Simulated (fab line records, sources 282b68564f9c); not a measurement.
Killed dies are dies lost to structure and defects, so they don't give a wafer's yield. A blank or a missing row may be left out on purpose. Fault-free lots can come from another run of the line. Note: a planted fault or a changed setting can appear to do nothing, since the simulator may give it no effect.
fab line records	flow rit-cmos	part 1 of 2: steps 1 to 32 of 47
record lots=5	wafers=15	last-day=5
route steps=202 shown PRETRO@65 GATE@75 FOX2@80 REOX@98 NLDD@103
lots with no fault: from the same line, run without faults
start-h: hours from the record's opening day to when the first of the lot's shown wafers began	wait-h: how many hours have passed since the lot's step before this one	" repeats the value in the row above	L1.1+2: a row that stands for several wafers	- either no value or no given start	* or withheld: withheld	< > ~ a bound
route shown NAME@n: names a module that has steps shown in the file, with the first one's number in the route	usual: mean/standard deviation taken from wafers without a fault	same: alike in all rows	chamber/n: place in a boat	sites: each site's reading	_std_site: their standard deviation	_edge_site: inner sites' mean taken away from outer sites' mean	radius-mm: for every site, how far away it sits from the centre of the wafer	mask NAME#n: copy n	behind: the tool/chamber that last shaped the wafer	hold: reason for holding the lot/hours on hold/outcome of the hold	device: whichever transistor did not switch (one of n, p or np)	end of line: the route-end tests of the same wafers	a step given without rows: its recipe and nothing more	killed: at the first sort, the dies lost to defects and structure; wafer yield is something else	map: the dies of a wafer, with x for killed, . for not killed, _ for no die there
set.NAME: the setting as run; set.NAME@STEP: as run at that earlier step	model.NAME: the simulator's own value behind a step, which no gauge read
lots seen at some steps along the route; tables by step, rows by wafer
services: the hour from which a tool's chamber was out of use, counted from the record's first day as start-h (under 0 if before that day), plus the number of hours and why
## steps
# step RIT_PRETRO_COAT_01
# recipe resist=NOVOLAK	spin-rpm=2000	resist-thk-nm=1300
lot.wafer	tool	chamber	start-h	wait-h
L075.2+4+5	litho-track-02	0	36.51	0.1
L079.2+3+6	litho-track-02	0	55.91	0.1
L080.2+3+4	litho-track-03	0	61.60	0.1
L082.1+2+5	litho-track-02	0	72.19	0.1
L087.1+2+3	litho-track-02	0	96.48	0.1
# step RIT_PRETRO_SOFTBAKE_02
# recipe resist=NOVOLAK	temp-c=90	time-s=60
# usual plate-temp-C=90.04/0.13
lot.wafer	tool	chamber	start-h	wait-h	plate-temp-C
L075.2	litho-track-02	0	36.66	0.1	89.89
L075.4	"	0	"	"	90.11
L075.5	"	0	"	"	90.05
L079.2	litho-track-02	0	56.06	0.1	90.04
L079.3	"	0	"	"	90.07
L079.6	"	0	"	"	90.11
L080.2	litho-track-03	0	61.75	0.1	90.08
L080.3	"	0	"	"	90.21
L080.4	"	0	"	"	90.08
L082.1	litho-track-02	0	72.34	0.1	89.87
L082.2	"	0	"	"	89.98
L082.5	"	0	"	"	89.97
L087.1	litho-track-02	0	96.63	0.1	90.01
L087.2	"	0	"	"	90.13
L087.3	"	0	"	"	89.98
# step RIT_PRETRO_EXPOSE_03
# recipe mask-id=M5	na=0.57	target-cd-nm=43700	dose-mj=250
# usual exposure-dose-mJ-cm2=250.00/0.29
lot.wafer	tool	chamber	start-h	wait-h	mask	exposure-dose-mJ-cm2
L075.2	iline-stepper-02	0	36.93	0.2	M5#0	250.49
L075.4	"	0	"	"	M5#0	250.38
L075.5	"	0	"	"	M5#0	250.32
L079.2	iline-stepper-02	0	56.33	0.2	M5#0	249.62
L079.3	"	0	"	"	M5#0	249.99
L079.6	"	0	"	"	M5#0	249.98
L080.2	iline-stepper-02	0	61.89	0.1	M5#0	249.55
L080.3	"	0	"	"	M5#0	249.63
L080.4	"	0	"	"	M5#0	249.66
L082.1	iline-stepper-02	0	72.49	0.1	M5#0	250.09
L082.2	"	0	"	"	M5#0	250.07
L082.5	"	0	"	"	M5#0	249.89
L087.1	iline-stepper-02	0	96.78	0.1	M5#0	250.28
L087.2	"	0	"	"	M5#0	250.11
L087.3	"	0	"	"	M5#0	249.92
# step RIT_PRETRO_PEB_04
# recipe resist=NOVOLAK	temp-c=withheld	time-s=withheld
lot.wafer	tool	chamber	start-h	wait-h
L075.2+4+5	litho-track-02	0	37.05	0.1
L079.2+3+6	litho-track-02	0	56.45	0.1
L080.2+3+4	litho-track-04	0	62.01	0.1
L082.1+2+5	litho-track-04	0	72.68	0.2
L087.1+2+3	litho-track-02	0	96.90	0.1
# step RIT_PRETRO_DEVELOP_05
# recipe resist=NOVOLAK	develop-time-s=68	dev-temp-c=23
lot.wafer	tool	chamber	start-h	wait-h
L075.2+4+5	litho-track-02	0	-	-
L079.2+3+6	litho-track-02	0	-	-
L080.2+3+4	litho-track-04	0	-	-
L082.1+2+5	litho-track-04	0	-	-
L087.1+2+3	litho-track-02	0	-	-
# step RIT_PRETRO_OVL_MEAS_06
# usual PRETRO_OVL=-0.8/1.4
lot.wafer	tool	chamber	start-h	wait-h	PRETRO_OVL[nm]
L075.2	overlay-02	-	37.34	-	-1.5
L075.4	"	-	"	"	-0.7
L075.5	"	-	"	"	-0.5
L079.2	overlay-01	-	56.75	-	-0.7
L079.3	"	-	"	"	-0.1
L079.6	"	-	"	"	0.4
L080.2	overlay-01	-	62.31	-	-2.0
L080.3	"	-	"	"	-1.9
L080.4	"	-	"	"	-2.0
L082.1	overlay-02	-	72.99	-	-0.3
L082.2	"	-	"	"	-1.2
L082.5	"	-	"	"	-0.5
L087.1	overlay-01	-	97.21	-	-2.5
L087.2	"	-	"	"	-1.5
L087.3	"	-	"	"	-0.5
# step RIT_PRETRO_HARDBAKE_07
# recipe resist=NOVOLAK	temp-c=140	time-s=120
# usual plate-temp-C=140.00/0.16
lot.wafer	tool	chamber	start-h	wait-h	plate-temp-C
L075.2	litho-track-02	0	37.41	0.1	139.90
L075.4	"	0	"	"	139.79
L075.5	"	0	"	"	139.99
L079.2	litho-track-03	0	56.82	0.1	140.19
L079.3	"	0	"	"	140.19
L079.6	"	0	"	"	140.27
L080.2	litho-track-03	0	62.38	0.1	140.16
L080.3	"	0	"	"	140.13
L080.4	"	0	"	"	140.38
L082.1	litho-track-02	0	73.03	0.0	139.79
L082.2	"	0	"	"	140.03
L082.5	"	0	"	"	139.75
L087.1	litho-track-04	0	97.25	0.0	140.20
L087.2	"	0	"	"	139.92
L087.3	"	0	"	"	139.80
# step RIT_PRETRO_IMPLANT_08
# recipe species=B	energy-kev=45	dose-cm2=1.2e+13	tilt-deg=7
lot.wafer	tool	chamber	start-h	wait-h
L075.2+4+5	implanter-01	0	37.65	0.2
L079.2+3+6	implanter-01	0	57.05	0.2
L080.2+3+4	implanter-02	0	62.61	0.2
L082.1+2+5	implanter-04	0	73.28	0.2
L087.1+2+3	implanter-04	0	97.50	0.2
# step RIT_PRETRO_STRIP_09
# recipe chemistry=O2	time-s=180	resist=NOVOLAK	platen-temp-c=withheld	power-w=500	pressure-mtorr=4000	o2-flow-sccm=4000
# usual drypump-motor-current-A=5.7/0.47
lot.wafer	tool	chamber	start-h	wait-h	drypump-motor-current-A	rf-hours-counter-h
L075.2	plasma-asher-01	0	37.77	0.1	6.1	43
L075.4	"	0	"	"	6.1	-
L075.5	"	0	"	"	6.1	-
L079.2	plasma-asher-02	0	57.18	0.1	6.2	44
L079.3	"	0	"	"	6.2	-
L079.6	"	1	"	"	5.3	-
L080.2	plasma-asher-02	0	62.74	0.1	6.2	44
L080.3	"	0	"	"	6.2	-
L080.4	"	1	"	"	5.2	-
L082.1	plasma-asher-01	0	73.43	0.1	6.1	46
L082.2	"	1	"	"	5.1	46
L082.5	"	0	"	"	6.1	-
L087.1	plasma-asher-01	1	97.65	0.1	5.1	49
L087.2	"	0	"	"	6.2	49
L087.3	"	1	"	"	5.1	-
# step RIT_PRETRO_TW_MEAS_10
# usual PRETRO_TW=477/5.5
lot.wafer	tool	chamber	start-h	wait-h	PRETRO_TW
L075.2	film-metro-02	-	37.96	0.1	472
L075.4	"	-	"	"	472
L075.5	"	-	"	"	474
L079.2	film-metro-01	-	57.36	0.1	472
L079.3	"	-	"	"	473
L079.6	"	-	"	"	473
L080.2	film-metro-02	-	62.92	0.1	474
L080.3	"	-	"	"	473
L080.4	"	-	"	"	472
L082.1	film-metro-02	-	73.60	0.1	474
L082.2	"	-	"	"	475
L082.5	"	-	"	"	474
L087.1	film-metro-03	-	97.82	0.1	486
L087.2	"	-	"	"	483
L087.3	"	-	"	"	486
# step RIT_GATE_WET_ETCH_00
# recipe chemistry=BOE	target=SiO2	target-depth-nm=56	time-s=60	dry=n2-spin	dilution=10:1	temp-c=21.5
lot.wafer	tool	chamber	start-h	wait-h
L075.2+4+5	wet-bench-03	1	38.01	0.0
L079.2+3+6	wet-bench-03	3	57.41	0.0
L080.2+3+4	wet-bench-03	0	62.97	0.0
L082.1+2+5	wet-bench-01	0	73.66	0.1
L087.1+2+3	wet-bench-01	3	97.88	0.1
# step RIT_GATE_CLEAN_01
# recipe chemistry=SC1	mix=3:3:50	time-s=600	temp-c=75
lot.wafer	tool	chamber	start-h	wait-h
L075.2+4+5	wet-bench-01	3	38.03	0.0
L079.2+3+6	wet-bench-02	3	57.47	0.0
L080.2+3+4	wet-bench-01	0	63.02	0.0
L082.1+2+5	wet-bench-02	0	73.69	0.0
L087.1+2+3	wet-bench-03	3	97.93	0.0
# step RIT_GATE_CLEAN_02
# recipe chemistry=dHF	dilution=50:1	time-s=30
lot.wafer	tool	chamber	start-h	wait-h
L075.2+4+5	wet-bench-02	3	38.22	0.0
L079.2+3+6	wet-bench-01	0	57.66	0.0
L080.2+3+4	wet-bench-02	2	63.20	0.0
L082.1+2+5	wet-bench-03	0	73.90	0.0
L087.1+2+3	wet-bench-01	3	98.28	0.0
# step RIT_GATE_CLEAN_03
# recipe chemistry=SC2	mix=3:3:50	time-s=600	temp-c=75	dry=n2-spin
lot.wafer	tool	chamber	start-h	wait-h
L075.2+4+5	wet-bench-03	2	38.24	0.0
L079.2+3+6	wet-bench-03	3	57.67	0.0
L080.2+3+4	wet-bench-03	3	63.22	0.0
L082.1+2+5	wet-bench-01	3	73.91	0.0
L087.1+2+3	wet-bench-02	0	98.32	0.0
# step RIT_GATE_CLEAN_04
# recipe chemistry=dHF	dilution=50:1	time-s=60	dry=n2-spin
lot.wafer	tool	chamber	start-h	wait-h
L075.2+4+5	wet-bench-01	0	38.42	0.0
L079.2+3+6	wet-bench-02	2	58.05	0.0
L080.2+3+4	wet-bench-01	1	63.57	0.0
L082.1+2+5	wet-bench-02	2	74.10	0.0
L087.1+2+3	wet-bench-03	1	98.49	0.0
# step RIT_FOX2_THK_MEAS_91
# recipe reads=SiO2_of_FOX2_OXIDATION_00
# usual FIELD_OXIDE_LEFT_2_THK=254/7.9
lot.wafer	tool	chamber	start-h	wait-h	FIELD_OXIDE_LEFT_2_THK[nm]
L075.2	film-metro-04	-	38.45	0.0	255
L075.4	"	-	"	"	260
L075.5	"	-	"	"	256
L079.2	film-metro-03	-	58.09	0.0	264
L079.3	"	-	"	"	269
L079.6	"	-	"	"	279
L080.2	film-metro-02	-	63.60	0.0	253
L080.3	"	-	"	"	253
L080.4	"	-	"	"	256
L082.1	film-metro-02	-	74.13	0.0	254
L082.2	"	-	"	"	259
L082.5	"	-	"	"	257
L087.1	film-metro-03	-	98.54	0.0	246
L087.2	"	-	"	"	254
L087.3	"	-	"	"	248
# step RIT_GATE_OXIDATION_05
# recipe temp-c=900	ambient=O2	target-thk-a=30	ox-time-s=270
# usual ox-temp-c-max=904.4/1.2
lot.wafer	tool	chamber	start-h	wait-h	ox-temp-c-max
L075.2	furnace-01	0	38.50	0.0	903.1
L075.4	"	0	"	"	902.8
L075.5	"	0	"	"	903.2
L079.2	furnace-04	0	58.14	0.0	905.4
L079.3	"	0	"	"	905.5
L079.6	"	0	"	"	905.2
L080.2	furnace-03	0	63.97	0.4	903.8
L080.3	"	0	"	"	903.8
L080.4	"	0	"	"	903.8
L082.1	furnace-04	0	74.41	0.3	905.4
L082.2	"	0	"	"	906.4
L082.5	"	0	"	"	903.4
L087.1	furnace-04	0	98.60	0.1	905.9
L087.2	"	0	"	"	905.1
L087.3	"	0	"	"	905.1
# step RIT_GATE_ANNEAL_06
# recipe temp-c=900	time-s=600	ambient=N2O
lot.wafer	tool	chamber	start-h	wait-h
L075.2+4+5	furnace-01	0	39.58	0.0
L079.2+3+6	furnace-04	0	60.53	1.3
L080.2+3+4	furnace-04	0	65.26	0.2
L082.1+2+5	furnace-01	0	75.89	0.4
L087.1+2+3	furnace-01	0	99.68	0.0
# step RIT_GATE_THK_MEAS_07
# recipe reads=SiO2_of_GATE_OXIDATION_05
# usual GATE_OXIDE_THK=3.01/0.068
lot.wafer	tool	chamber	start-h	wait-h	GATE_OXIDE_THK[nm]
L075.2	film-metro-04	-	39.84	0.0	2.94
L075.4	"	-	"	"	2.91
L075.5	"	-	"	"	2.87
L079.2	film-metro-02	-	60.79	0.0	3.00
L079.3	"	-	"	"	2.99
L079.6	"	-	"	"	3.01
L080.2	film-metro-03	-	65.52	0.0	2.90
L080.3	"	-	"	"	2.91
L080.4	"	-	"	"	2.94
L082.1	film-metro-03	-	76.14	0.0	3.05
L082.2	"	-	"	"	3.11
L082.5	"	-	"	"	3.16
L087.1	film-metro-04	-	99.93	0.0	2.99
L087.2	"	-	"	"	3.01
L087.3	"	-	"	"	2.94
# step RIT_GATE_CVD_08
# recipe material=poly-Si	target-thk-nm=250	temp-c=610	precursor=SiH4	time-s=2220	pressure-mtorr=300	sih4-flow-sccm=100
lot.wafer	tool	chamber	start-h	wait-h
L075.2+4+5	lpcvd-02	1	40.00	0.2
L079.2+3+6	lpcvd-02	0	60.84	0.0
L080.2+3+4	lpcvd-01	1	65.57	0.0
L082.1+2+5	lpcvd-02	0	76.20	0.1
L087.1+2+3	lpcvd-01	1	100.35	0.4
# step RIT_GATE_THK_MEAS_09
# recipe reads=poly-Si_of_GATE_CVD_08
# usual GATE_POLY_THK=249.8/2
lot.wafer	tool	chamber	start-h	wait-h	GATE_POLY_THK[nm]
L075.2	film-metro-04	-	41.63	0.0	246.4
L075.4	"	-	"	"	249.1
L075.5	"	-	"	"	247.8
L079.2	film-metro-03	-	62.47	0.0	250.8
L079.3	"	-	"	"	252.9
L079.6	"	-	"	"	249.5
L080.2	film-metro-02	-	67.20	0.0	249.2
L080.3	"	-	"	"	248.5
L080.4	"	-	"	"	247.6
L082.1	film-metro-02	-	77.82	0.0	251.8
L082.2	"	-	"	"	250.9
L082.5	"	-	"	"	251.7
L087.1	film-metro-02	-	102.77	0.0	247.8
L087.2	"	-	"	"	247.6
L087.3	"	-	"	"	246.1
# step RIT_GATE_HMDS_10
# recipe prime-time-s=60	prime-temp-c=140
lot.wafer	tool	chamber	start-h	wait-h
L075.2+4+5	litho-track-02	0	41.70	0.1
L079.2+3+6	litho-track-01	0	62.56	0.1
L080.2+3+4	litho-track-03	0	67.28	0.1
L082.1+2+5	litho-track-02	0	77.88	0.1
L087.1+2+3	litho-track-02	0	102.83	0.1
# step RIT_GATE_COAT_11
# recipe resist=NOVOLAK	spin-rpm=4250	resist-thk-nm=850
lot.wafer	tool	chamber	start-h	wait-h
L075.2+4+5	litho-track-02	0	41.85	0.1
L079.2+3+6	litho-track-01	0	62.71	0.1
L080.2+3+4	litho-track-03	0	67.43	0.1
L082.1+2+5	litho-track-02	0	78.03	0.1
L087.1+2+3	litho-track-02	0	102.98	0.1
# step RIT_GATE_SOFTBAKE_12
# recipe resist=NOVOLAK	temp-c=90	time-s=60
# usual plate-temp-C=90.01/0.12
lot.wafer	tool	chamber	start-h	wait-h	plate-temp-C
L075.2	litho-track-02	0	42.00	0.1	90.18
L075.4	"	0	"	"	90.09
L075.5	"	0	"	"	90.10
L079.2	litho-track-01	0	62.86	0.1	90.10
L079.3	"	0	"	"	90.11
L079.6	"	0	"	"	89.94
L080.2	litho-track-03	0	67.58	0.1	90.17
L080.3	"	0	"	"	90.04
L080.4	"	0	"	"	90.02
L082.1	litho-track-02	0	78.18	0.1	90.17
L082.2	"	0	"	"	89.99
L082.5	"	0	"	"	89.93
L087.1	litho-track-02	0	103.13	0.1	90.02
L087.2	"	0	"	"	90.21
L087.3	"	0	"	"	89.95
# step RIT_GATE_EXPOSE_13
# recipe mask-id=M6	na=0.6	source-shape=conventional	sigma-outer=0.6	target-cd-nm=150	dose-mj=380
# usual exposure-dose-mJ-cm2=379.9/0.31
lot.wafer	tool	chamber	start-h	wait-h	mask	exposure-dose-mJ-cm2
L075.2	iline-stepper-02	0	42.15	0.1	M6#0	379.8
L075.4	"	0	"	"	M6#0	380.2
L075.5	"	0	"	"	M6#0	379.9
L079.2	iline-stepper-01	0	63.12	0.2	M6#0	379.8
L079.3	"	0	"	"	M6#0	379.9
L079.6	"	0	"	"	M6#0	380.1
L080.2	iline-stepper-02	0	67.85	0.2	M6#0	380.0
L080.3	"	0	"	"	M6#0	379.9
L080.4	"	0	"	"	M6#0	380.3
L082.1	iline-stepper-02	0	78.46	0.2	M6#0	380.0
L082.2	"	0	"	"	M6#0	379.7
L082.5	"	0	"	"	M6#0	379.7
L087.1	iline-stepper-01	0	103.35	0.2	M6#0	379.7
L087.2	"	0	"	"	M6#0	380.2
L087.3	"	0	"	"	M6#0	380.2
# step RIT_GATE_PEB_14
# recipe resist=NOVOLAK	temp-c=withheld	time-s=withheld
lot.wafer	tool	chamber	start-h	wait-h
L075.2+4+5	litho-track-03	0	42.27	0.1
L079.2+3+6	litho-track-02	0	63.25	0.1
L080.2+3+4	litho-track-02	0	67.97	0.1
L082.1+2+5	litho-track-03	0	78.57	0.1
L087.1+2+3	litho-track-02	0	103.46	0.1
# step RIT_GATE_DEVELOP_15
# recipe resist=NOVOLAK	develop-time-s=50	dev-temp-c=23
lot.wafer	tool	chamber	start-h	wait-h
L075.2+4+5	litho-track-03	0	-	-
L079.2+3+6	litho-track-02	0	-	-
L080.2+3+4	litho-track-02	0	-	-
L082.1+2+5	litho-track-03	0	-	-
L087.1+2+3	litho-track-02	0	-	-
# step RIT_GATE_CD_MEAS_16
# recipe target-cd-nm=150
# usual cd-nm=149.8/2.3
lot.wafer	tool	chamber	start-h	wait-h	cd-nm
L075.2	cd-sem-02	-	42.55	-	152.0
L075.4	"	-	"	"	150.3
L075.5	"	-	"	"	153.6
L079.2	cd-sem-02	-	63.53	-	150.8
L079.3	"	-	"	"	150.6
L079.6	"	-	"	"	150.9
L080.2	cd-sem-02	-	68.25	-	150.1
L080.3	"	-	"	"	149.1
L080.4	"	-	"	"	147.5
L082.1	cd-sem-01	-	78.86	-	150.5
L082.2	"	-	"	"	148.8
L082.5	"	-	"	"	148.1
L087.1	cd-sem-02	-	103.75	-	147.6
L087.2	"	-	"	"	148.3
L087.3	"	-	"	"	149.9
# step RIT_GATE_OVL_MEAS_17
# usual GATE_OVL=-0.4/1.5
lot.wafer	tool	chamber	start-h	wait-h	GATE_OVL[nm]
L075.2	overlay-02	-	42.66	0.1	1.8
L075.4	"	-	"	"	0.5
L075.5	"	-	"	"	-1.6
L079.2	overlay-02	-	63.63	0.1	-0.2
L079.3	"	-	"	"	0.1
L079.6	"	-	"	"	-0.9
L080.2	overlay-01	-	68.35	0.1	1.5
L080.3	"	-	"	"	3.0
L080.4	"	-	"	"	0.9
L082.1	overlay-01	-	78.98	0.1	0.5
L082.2	"	-	"	"	0.0
L082.5	"	-	"	"	-1.1
L087.1	overlay-01	-	103.87	0.1	0.7
L087.2	"	-	"	"	-1.1
L087.3	"	-	"	"	-1.2
# step RIT_GATE_HARDBAKE_18
# recipe resist=NOVOLAK	temp-c=140	time-s=60
# usual plate-temp-C=140.00/0.13
lot.wafer	tool	chamber	start-h	wait-h	plate-temp-C
L075.2	litho-track-03	0	42.71	0.0	140.12
L075.4	"	0	"	"	140.06
L075.5	"	0	"	"	139.96
L079.2	litho-track-02	0	63.69	0.0	140.00
L079.3	"	0	"	"	139.93
L079.6	"	0	"	"	139.87
L080.2	litho-track-01	0	68.41	0.0	140.05
L080.3	"	0	"	"	140.10
L080.4	"	0	"	"	139.86
L082.1	litho-track-01	0	79.26	0.3	139.92
L082.2	"	0	"	"	139.96
L082.5	"	0	"	"	139.79
L087.1	litho-track-03	0	103.90	0.0	139.94
L087.2	"	0	"	"	140.05
L087.3	"	0	"	"	140.02
# step RIT_GATE_ETCH_19
# recipe chemistry=SF6/CHF3/O2	time-s=165	SF6_flow_sccm=30	CHF3_flow_sccm=30	O2_flow_sccm=5	target=poly-Si	pressure-mtorr=40	rf-w=160	target-depth-a=3125	over-etch-frac=0.25	stop-on=SiO2
# usual drypump-motor-current-A=6.0/0.47	oes-product-au=0.849/0.018	rf-fwd-power-W=159.2/0.55	throttle-valve-pct=10.26/0.16
lot.wafer	tool	chamber	start-h	wait-h	drypump-motor-current-A	oes-product-au	rf-fwd-power-W	rf-hours-counter-h	throttle-valve-pct
L075.2	rie-si-02	0	42.84	0.1	6.1	0.852	160.2	3	10.16
L075.4	"	1	"	"	5.1	0.831	158.7	96	10.51
L075.5	"	1	"	"	5.1	0.834	158.8	-	10.51
L079.2	rie-si-02	0	63.81	0.1	6.1	0.858	159.9	3	10.14
L079.3	"	2	"	"	5.2	0.868	159.9	2	10.18
L079.6	"	3	"	"	6.2	0.844	158.7	-	10.06
L080.2	rie-si-01	2	68.53	0.1	6.6	0.836	158.9	3	10.13
L080.3	"	3	"	"	6.0	0.848	159.5	13	10.28
L080.4	"	1	"	"	6.2	0.877	159.0	-	10.50
L082.1	rie-si-01	2	79.41	0.1	6.5	0.847	158.8	3	10.13
L082.2	"	1	"	"	6.2	0.885	159.0	39	10.52
L082.5	"	0	"	"	6.1	0.828	158.7	-	10.26
L087.1	rie-si-02	3	104.05	0.1	6.2	0.841	159.6	1	10.06
L087.2	"	2	"	"	5.2	0.862	159.3	3	10.19
L087.3	"	0	"	"	6.1	0.849	160.7	4	10.15
# step RIT_GATE_STRIP_20
# recipe chemistry=O2	time-s=180	resist=NOVOLAK	platen-temp-c=withheld	power-w=500	pressure-mtorr=4000	o2-flow-sccm=4000
# usual drypump-motor-current-A=5.5/0.44
lot.wafer	tool	chamber	start-h	wait-h	drypump-motor-current-A	rf-hours-counter-h
L075.2	plasma-asher-03	0	42.94	0.1	5.2	20
L075.4	"	1	"	"	5.4	-
L075.5	"	0	"	"	5.1	-
L079.2	plasma-asher-01	1	63.92	0.1	5.1	45
L079.3	"	0	"	"	6.1	-
L079.6	"	1	"	"	5.1	-
L080.2	plasma-asher-01	0	68.64	0.1	6.1	46
L080.3	"	1	"	"	5.1	-
L080.4	"	0	"	"	6.1	-
L082.1	plasma-asher-02	0	79.52	0.1	6.2	46
L082.2	"	1	"	"	5.3	46
L082.5	"	1	"	"	5.2	-
L087.1	plasma-asher-01	0	104.16	0.1	6.1	50
L087.2	"	1	"	"	5.1	50
L087.3	"	1	"	"	5.1	-
